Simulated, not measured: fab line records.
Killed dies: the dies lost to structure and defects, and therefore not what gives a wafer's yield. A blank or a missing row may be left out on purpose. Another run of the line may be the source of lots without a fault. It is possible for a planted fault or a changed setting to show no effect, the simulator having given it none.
Split-lot trial :: flow berkeley-cmos170 :: on a route of 331 steps: 5 lots, 23 wafers read

## THE SPLIT
At UCB170_V2_ETCH_14 (etches SiO2 in CHF3/CF4/Ar, stops on Al, target depth 1250 nm, time 291 s), the setting rf-w was moved away from the recipe's 700 W on 5 of the 23 wafers read, by -11.1% to +9.0%. This setting was run at the recipe's value on the other wafers.

Reading taken at the split's own step.

## THE READING
KrF_of_V2_COAT_07.thk-nm (the simulator's own value, which no gauge read), in nm, at UCB170_V2_ETCH_14 (etches SiO2 in CHF3/CF4/Ar, stops on Al, target depth 1250 nm, time 291 s). The file does not state a usual value for it. The 18 wafers here that ran the recipe average 611.6 nm, standard deviation 2.6 nm.

wafer: L078.1
tool, chamber at the split: rie-diel-02, 3
rf-w as run, W: 700
against the recipe: recipe
KrF_of_V2_COAT_07.thk-nm, nm: 607.6
against lot-mates on the recipe: -

wafer: L078.2
tool, chamber at the split: rie-diel-02, 2
rf-w as run, W: 622
against the recipe: -11.1%
KrF_of_V2_COAT_07.thk-nm, nm: 622.8
against lot-mates on the recipe: +15.4

wafer: L078.3
tool, chamber at the split: rie-diel-02, 1
rf-w as run, W: 700
against the recipe: recipe
KrF_of_V2_COAT_07.thk-nm, nm: 609.3
against lot-mates on the recipe: -

wafer: L078.5
tool, chamber at the split: rie-diel-02, 2
rf-w as run, W: 700
against the recipe: recipe
KrF_of_V2_COAT_07.thk-nm, nm: 605.4
against lot-mates on the recipe: -

wafer: L078.6
tool, chamber at the split: rie-diel-02, 3
rf-w as run, W: 622
against the recipe: -11.1%
KrF_of_V2_COAT_07.thk-nm, nm: 623.5
against lot-mates on the recipe: +16.1

wafer: L075.1
tool, chamber at the split: rie-diel-03, 0
rf-w as run, W: 700
against the recipe: recipe
KrF_of_V2_COAT_07.thk-nm, nm: 614.3
against lot-mates on the recipe: -

wafer: L075.2
tool, chamber at the split: rie-diel-03, 1
rf-w as run, W: 700
against the recipe: recipe
KrF_of_V2_COAT_07.thk-nm, nm: 613
against lot-mates on the recipe: -

wafer: L075.4
tool, chamber at the split: rie-diel-03, 2
rf-w as run, W: 700
against the recipe: recipe
KrF_of_V2_COAT_07.thk-nm, nm: 609.7
against lot-mates on the recipe: -

wafer: L075.5
tool, chamber at the split: rie-diel-03, 1
rf-w as run, W: 700
against the recipe: recipe
KrF_of_V2_COAT_07.thk-nm, nm: 613.5
against lot-mates on the recipe: -

wafer: L075.6
tool, chamber at the split: rie-diel-03, 0
rf-w as run, W: 700
against the recipe: recipe
KrF_of_V2_COAT_07.thk-nm, nm: 614
against lot-mates on the recipe: -

wafer: L081.1
tool, chamber at the split: rie-diel-03, 2
rf-w as run, W: 700
against the recipe: recipe
KrF_of_V2_COAT_07.thk-nm, nm: 610.1
against lot-mates on the recipe: -

wafer: L081.2
tool, chamber at the split: rie-diel-03, 1
rf-w as run, W: 700
against the recipe: recipe
KrF_of_V2_COAT_07.thk-nm, nm: 613.6
against lot-mates on the recipe: -

wafer: L081.3
tool, chamber at the split: rie-diel-03, 3
rf-w as run, W: 700
against the recipe: recipe
KrF_of_V2_COAT_07.thk-nm, nm: 615.5
against lot-mates on the recipe: -

wafer: L081.4
tool, chamber at the split: rie-diel-03, 0
rf-w as run, W: 700
against the recipe: recipe
KrF_of_V2_COAT_07.thk-nm, nm: 612.8
against lot-mates on the recipe: -

wafer: L081.5
tool, chamber at the split: rie-diel-03, 2
rf-w as run, W: 700
against the recipe: recipe
KrF_of_V2_COAT_07.thk-nm, nm: 609.9
against lot-mates on the recipe: -

wafer: L080.1
tool, chamber at the split: rie-diel-02, 3
rf-w as run, W: 700
against the recipe: recipe
KrF_of_V2_COAT_07.thk-nm, nm: 610.2
against lot-mates on the recipe: -

wafer: L080.3
tool, chamber at the split: rie-diel-02, 0
rf-w as run, W: 700
against the recipe: recipe
KrF_of_V2_COAT_07.thk-nm, nm: 610.7
against lot-mates on the recipe: -

wafer: L080.6
tool, chamber at the split: rie-diel-02, 0
rf-w as run, W: 700
against the recipe: recipe
KrF_of_V2_COAT_07.thk-nm, nm: 614.4
against lot-mates on the recipe: -

wafer: L083.1
tool, chamber at the split: rie-diel-02, 1
rf-w as run, W: 762.7
against the recipe: +9.0%
KrF_of_V2_COAT_07.thk-nm, nm: 600.4
against lot-mates on the recipe: -12.1

wafer: L083.2
tool, chamber at the split: rie-diel-02, 2
rf-w as run, W: 700
against the recipe: recipe
KrF_of_V2_COAT_07.thk-nm, nm: 612.1
against lot-mates on the recipe: -

wafer: L083.3
tool, chamber at the split: rie-diel-02, 0
rf-w as run, W: 700
against the recipe: recipe
KrF_of_V2_COAT_07.thk-nm, nm: 613
against lot-mates on the recipe: -

wafer: L083.4
tool, chamber at the split: rie-diel-02, 3
rf-w as run, W: 762.7
against the recipe: +9.0%
KrF_of_V2_COAT_07.thk-nm, nm: 598
against lot-mates on the recipe: -14.5

wafer: L083.5
tool, chamber at the split: rie-diel-02, 1
rf-w as run, W: 762.7
against the recipe: +9.0%
KrF_of_V2_COAT_07.thk-nm, nm: 602.6
against lot-mates on the recipe: -9.9

THE FIT
A straight line over all 23 wafers: KrF_of_V2_COAT_07.thk-nm changes by -1.14 nm for each +1% of rf-w; r = -0.91; the points scatter about the line by 2.5 nm.
The same after taking each lot's own level away (the mean of its wafers on the recipe; 23 wafers): -1.39 nm for each +1%; r = -0.97; scatter 1.8 nm.
That fit puts the effect of the largest move of rf-w on the reading at 15 nm.
The lots' own levels span 607.43 to 612.90 nm, that is 2.1 times the standard deviation above.
In other words, the slope is changed by the lot-to-lot level; the two fits disagree.
Check: with one of the wafers moved furthest among these (-11.1%) left out of the fit, the line predicts +15.6 nm for it against its lot-mates. It came out at +15.4 nm against them.

## ADDITIONAL SPLITS CARRIED BY THESE WAFERS
Other splits were also applied to these wafers ahead of the reading. Each is held against what the fit with the lots' levels taken away leaves over:
other split on the same wafers: UCB170_V2_CMP_02 leave-above-ref-nm
wafers away from the commonest value: 5
r with KrF_of_V2_COAT_07.thk-nm (lot level and that fit taken away): -0.11

## THE WHOLE CHAIN: every reading that the file lists as answering this split, in the file's order
step: UCB170_V2_ETCH_14
what it does: etches SiO2 in CHF3/CF4/Ar, stops on Al, target depth 1250 nm, time 291 s
reading: KrF_of_V2_COAT_07.thk-nm (the simulator's own value, which no gauge read)
change (the file's fit): -1.39 nm for each +1% of the setting
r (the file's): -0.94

step: UCB170_V2_STRIP_15
what it does: strips in O2
reading: strip-time-to-endpoint-s
change (the file's fit): withheld for each +1% of the setting
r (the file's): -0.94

## FILE'S OWN FIT
KrF_of_V2_COAT_07.thk-nm changes by -1.39 nm for each +1% of rf-w, r = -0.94.
